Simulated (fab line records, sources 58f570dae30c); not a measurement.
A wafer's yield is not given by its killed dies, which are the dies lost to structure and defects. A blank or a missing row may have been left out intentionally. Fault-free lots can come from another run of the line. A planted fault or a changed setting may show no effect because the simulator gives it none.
The tool behind it: which one?    flow berkeley cmos170    15 lots with 45 wafers sampled at 3 steps, on a route of 331 steps

WHAT EACH GAUGE READ, for each wafer
UCB170_FIELD_THK_MEAS_90.
lot   measured     on             FIELD_OXIDE_LEFT_1_THK (nm)
L111  day 5 08:07  film metro-01  438 427 439
L112  day 5 08:08  film metro-04  420 426 425
L115  day 5 20:15  film metro-04  427 426 429
L116  day 6 07:02  film metro-01  423 418 413
L117  day 6 13:04  film metro-01  423 421 421
L118  day 6 22:11  film metro-01  434 436 429
L122  day 7 10:59  film metro-04  424 426 425
L121  day 7 11:00  film metro-03  424 419 425
L120  day 7 11:01  film metro-01  424 426 424
L128  day 8 18:39  film metro-01  414 423 419
L129  day 8 18:39  film metro-03  412 415 418
L130  day 9 07:20  film metro-03  431 428 439
L132  day 9 18:01  film metro-01  430 431 430
L131  day 9 18:01  film metro-03  435 441 432
L133  day 9 21:56  film metro-04  445 441 451

UCB170_PSD_CD_MEAS_06: target cd 1200 nm.
lot   measured      on         cd nm (nm)
L111  day 7 01:18   cd sem-02  1201.9 1202.8 1202.1
L112  day 7 01:56   cd sem-01  1197.8 1198.8 1198.3
L115  day 7 13:25   cd sem-01  1199.8 1199.0 1199.3
L116  day 8 02:54   cd sem-02  1200.4 1201.3 1201.0
L117  day 8 07:50   cd sem-02  1199.9 1198.1 1199.6
L118  day 8 19:13   cd sem-02  1201.1 1199.8 1200.0
L122  day 9 05:50   cd sem-02  - - -
L121  day 9 06:00   cd sem-01  - - -
L120  day 9 06:04   cd sem-02  - - -
L128  day 10 06:51  cd sem-01  1195.9 1196.4 1196.1
L129  day 10 07:11  cd sem-02  1197.6 1197.8 1198.2
L130  day 11 04:49  cd sem-02  1202.1 1202.4 1202.0
L132  day 11 13:23  cd sem-02  1199.7 1199.0 1198.7
L131  day 11 13:39  cd sem-01  1198.4 1198.9 1198.3
L133  day 11 21:59  cd sem-01  1201.9 1201.6 1201.3

WHICH TOOL RAN EACH LOT (tool, then ch and the chambers of the sampled wafers, then the start)
lot   UCB170_PSD_DEVELOP_05
L111  litho track-04 ch 0, day 7 01:00
L112  litho track-03 ch 0, day 7 01:00
L115  litho track-04 ch 0, day 7 13:00
L116  litho track-04 ch 0, day 8 02:00
L117  litho track-03 ch 0, day 8 07:00
L118  litho track-02 ch 0, day 8 19:00
L122  litho track-03, day 9 05:00
L121  litho track-02, day 9 05:00
L120  litho track-04, day 9 05:00
L128  litho track-02 ch 0, day 10 06:00
L129  litho track-04 ch 0, day 10 07:00
L130  litho track-02 ch 0, day 11 04:00
L132  litho track-02 ch 0, day 11 13:00
L131  litho track-04 ch 0, day 11 13:00
L133  litho track-02 ch 0, day 11 21:00
- UCB170_PSD_DEVELOP_05: develop time 45 s.

AS READ BY THE TOOLS THEMSELVES (means over the sampled wafers that have a number; for cases with no such wafer, the mark the record gives instead)
UCB170_PSD_DEVELOP_05.
lot   tool            chill plate temp C (C)  developer temp C (C)
L111  litho track-04  22.97                   21.02
L112  litho track-03  23.12                   21.05
L115  litho track-04  23.04                   20.99
L116  litho track-04  23.00                   21.07
L117  litho track-03  23.04                   21.05
L118  litho track-02  23.02                   20.94
L122  litho track-03  -                       -
L121  litho track-02  -                       -
L120  litho track-04  -                       -
L128  litho track-02  23.14                   21.00
L129  litho track-04  22.98                   21.09
L130  litho track-02  23.06                   21.03
L132  litho track-02  22.98                   21.02
L131  litho track-04  22.96                   20.90
L133  litho track-02  22.87                   20.95

THE ANSWER, worked out from the rows above alone
Rule: what is usual is taken from the lots themselves. The widest of any qualifying gaps counts: lots, ordered by their means at a reading, are off when they make up no more than a third of the lots, leave a main group of 4 or more, and stand apart from it by 3 or more times the standard deviation of that group's means. A main group is skipped when, at the precision printed for the reading in the tables above, its means are all equal. A lot without any number at a reading at which 4 lots or more have one is off too. Any other lot the step has rows for is counted as sound. After the gauges, taken in route order, come the tools' own readings; for these a lot's mean is taken, as printed above. At the first step where some lot is off, the reading lying furthest off is the one used; lots without a number count as furthest.
Off: L122, L121, L120 (UCB170_PSD_CD_MEAS_06, cd nm). Without a number there: L122, L121, L120. The main group has a mean of 1199.6 nm with a standard deviation of 1.8.
If a tool, at a process step before that reading, ran all the lots that are off and no sound lot after the first of them, it fits. Not tried: the gauges at UCB170_PSD_CD_MEAS_06; whatever is off there is also off at UCB170_PSD_DEVELOP_05, on other tools, and gauge error can't account for it. No candidate that was tried fits.

WHAT WAS PUT IN BY THE SIMULATOR
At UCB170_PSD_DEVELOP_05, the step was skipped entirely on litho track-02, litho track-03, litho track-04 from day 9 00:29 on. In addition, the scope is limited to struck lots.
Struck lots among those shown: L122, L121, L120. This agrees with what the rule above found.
